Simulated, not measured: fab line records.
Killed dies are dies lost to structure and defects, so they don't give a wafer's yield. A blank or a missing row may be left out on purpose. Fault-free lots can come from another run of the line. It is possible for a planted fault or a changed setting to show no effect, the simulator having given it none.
Commonality check across tools | flow berkeley-cmos170 | Lots sampled 14, wafers sampled 42

REASON FOR OPENING
Of 14 lots, 2 have the reading V2_TEOS_THK flagged at UCB170_V2_THK_MEAS_01. Fault-free wafers read 1994 nm, with a standard deviation of 24.
Rule: a lot gets a flag if all its wafers with a number sit over 4 standard deviations from that mean, or if no wafer of it has a number. As for the other lots, they are considered sound.

lot  | measured     | on            | V2_TEOS_THK (nm), wafer by wafer | flag
L706 | day 7 01:51  | film-metro-04 | 1975 2027 1981                   |
L707 | day 7 04:44  | film-metro-04 | 1976 2006 1989                   |
L710 | day 8 01:47  | film-metro-04 | 1968 2006 1987                   |
L709 | day 8 02:14  | film-metro-01 | 1981 1977 2024                   |
L708 | day 8 02:22  | film-metro-01 | 1990 1953 1986                   |
L713 | day 8 07:14  | film-metro-01 | 969 970 989                      | FLAGGED
L716 | day 9 08:20  | film-metro-01 | 929 959 911                      | FLAGGED
L718 | day 9 22:48  | film-metro-02 | 2018 1992 2038                   |
L720 | day 10 09:11 | film-metro-02 | 1989 2015 2025                   |
L721 | day 10 09:59 | film-metro-02 | 1976 1996 2009                   |
L722 | day 10 13:57 | film-metro-02 | 1974 2010 2028                   |
L727 | day 11 12:55 | film-metro-04 | 1987 1985 1999                   |
L729 | day 12 06:45 | film-metro-02 | 1973 1980 2025                   |
L728 | day 12 07:01 | film-metro-01 | 1980 2016 2014                   |
The numbers of the flagged lots are 954 nm on average: -1040 nm against the usual, or -43 standard deviations.

EACH LOT AND THE TOOL IT RAN ON
3 process steps preceding the reading are held in the record, out of 331 steps in the route. Each cell gives the tool, then ch followed by the chambers the sampled wafers passed through, then the start.
lot  | flag    | UCB170_CONTACT_STRIP_19              | UCB170_V1_CMP_02              | UCB170_V2_CVD_00
L706 |         | plasma-asher-03 ch 0,1, day 6 13:41  | cmp-01 ch 0,1,2, day 6 19:13  | pecvd-02 ch 0,1,2, day 7 01:41
L707 |         | plasma-asher-03 ch 0,1, day 6 16:59  | cmp-01 ch 0,1,3, day 6 21:43  | pecvd-01 ch 0,1,2, day 7 04:34
L710 |         | plasma-asher-03 ch 0,1, day 7 13:07  | cmp-01 ch 0,1,2, day 7 19:32  | pecvd-02 ch 0,1,2, day 8 01:38
L709 |         | plasma-asher-02 ch 0,1, day 7 12:03  | cmp-01 ch 0,1,3, day 7 19:50  | pecvd-01 ch 1,2, day 8 02:05
L708 |         | plasma-asher-02 ch 0, day 7 13:23    | cmp-01 ch 1,2,3, day 7 20:11  | pecvd-03 ch 0,1,2, day 8 02:13
L713 | FLAGGED | plasma-asher-02 ch 0,1, day 7 18:14  | cmp-02 ch 1,2,3, day 8 00:49  | pecvd-01 ch 0,1,2, day 8 07:04
L716 | FLAGGED | plasma-asher-01 ch 0,1, day 8 19:29  | cmp-01 ch 1,2, day 9 03:16    | pecvd-01 ch 0,1, day 9 08:11
L718 |         | plasma-asher-02 ch 0,1, day 9 09:29  | cmp-02 ch 1,3, day 9 17:52    | pecvd-03 ch 0,1, day 9 22:38
L720 |         | plasma-asher-03 ch 0,1, day 9 17:11  | cmp-02 ch 1,2,3, day 10 01:13 | pecvd-03 ch 0,1,2, day 10 09:01
L721 |         | plasma-asher-03 ch 0,1, day 9 19:05  | cmp-01 ch 1,2,3, day 10 01:10 | pecvd-02 ch 0,1,2, day 10 09:49
L722 |         | plasma-asher-01 ch 0,1, day 10 02:47 | cmp-02 ch 0,1,2, day 10 09:01 | pecvd-03 ch 0,2, day 10 13:47
L727 |         | plasma-asher-03 ch 0,1, day 11 00:59 | cmp-02 ch 0,1,2, day 11 06:05 | pecvd-02 ch 0,2, day 11 12:46
L729 |         | plasma-asher-01 ch 0,1, day 11 17:05 | cmp-01 ch 0,2,3, day 11 23:54 | pecvd-01 ch 0,1,2, day 12 06:36
L728 |         | plasma-asher-02 ch 0,1, day 11 16:42 | cmp-02 ch 0,2, day 11 23:56   | pecvd-02 ch 0,1, day 12 06:52
What is done by these steps:
- UCB170_CONTACT_STRIP_19: strips in O2.
- UCB170_V1_CMP_02: polishes SiO2.
- UCB170_V2_CVD_00: deposits SiO2 from TEOS/O2, target thk 2000 nm, time 250 s.
- UCB170_V2_THK_MEAS_01

FLAGGED OVER TOTAL, TOOL BY TOOL (the gauges that took the reading come last)
step                    | tool            | lots run | flagged | share of the flagged lots | sound lots run after its first flagged lot
UCB170_CONTACT_STRIP_19 | plasma-asher-01 | 3        | 1       | some                      | 2 (L722,L729)
UCB170_CONTACT_STRIP_19 | plasma-asher-02 | 5        | 1       | some                      | 2 (L718,L728)
UCB170_CONTACT_STRIP_19 | plasma-asher-03 | 6        | 0       | none                      | -
UCB170_V1_CMP_02        | cmp-01          | 8        | 1       | some                      | 2 (L721,L729)
UCB170_V1_CMP_02        | cmp-02          | 6        | 1       | some                      | 5 (L718,L720,L722,L727,L728)
UCB170_V2_CVD_00        | pecvd-01        | 5        | 2       | all                       | 1 (L729)
UCB170_V2_CVD_00        | pecvd-02        | 5        | 0       | none                      | -
UCB170_V2_CVD_00        | pecvd-03        | 4        | 0       | none                      | -
UCB170_V2_THK_MEAS_01   | film-metro-01   | 5        | 2       | all                       | 1 (L728)
UCB170_V2_THK_MEAS_01   | film-metro-02   | 5        | 0       | none                      | -
UCB170_V2_THK_MEAS_01   | film-metro-04   | 4        | 0       | none                      | -

WHAT THE TABLE PERMITS
Rows of the table that ran all the flagged lots, 2 in number: pecvd-01 at UCB170_V2_CVD_00; film-metro-01 at UCB170_V2_THK_MEAS_01.
- pecvd-01 at UCB170_V2_CVD_00: 2 of its 5 lots flagged. After the first flagged lot (L729), sound lots still ran on it; a lasting fault on the whole tool would not permit that.
- film-metro-01 at UCB170_V2_THK_MEAS_01: 2 of its 5 lots flagged. After the first flagged lot (L728), sound lots still ran on it; a lasting fault on the whole tool would not permit that.
None of the table's rows ran every flagged lot and, after the first, no sound lot.

WHAT THE SIMULATOR HAD INSERTED
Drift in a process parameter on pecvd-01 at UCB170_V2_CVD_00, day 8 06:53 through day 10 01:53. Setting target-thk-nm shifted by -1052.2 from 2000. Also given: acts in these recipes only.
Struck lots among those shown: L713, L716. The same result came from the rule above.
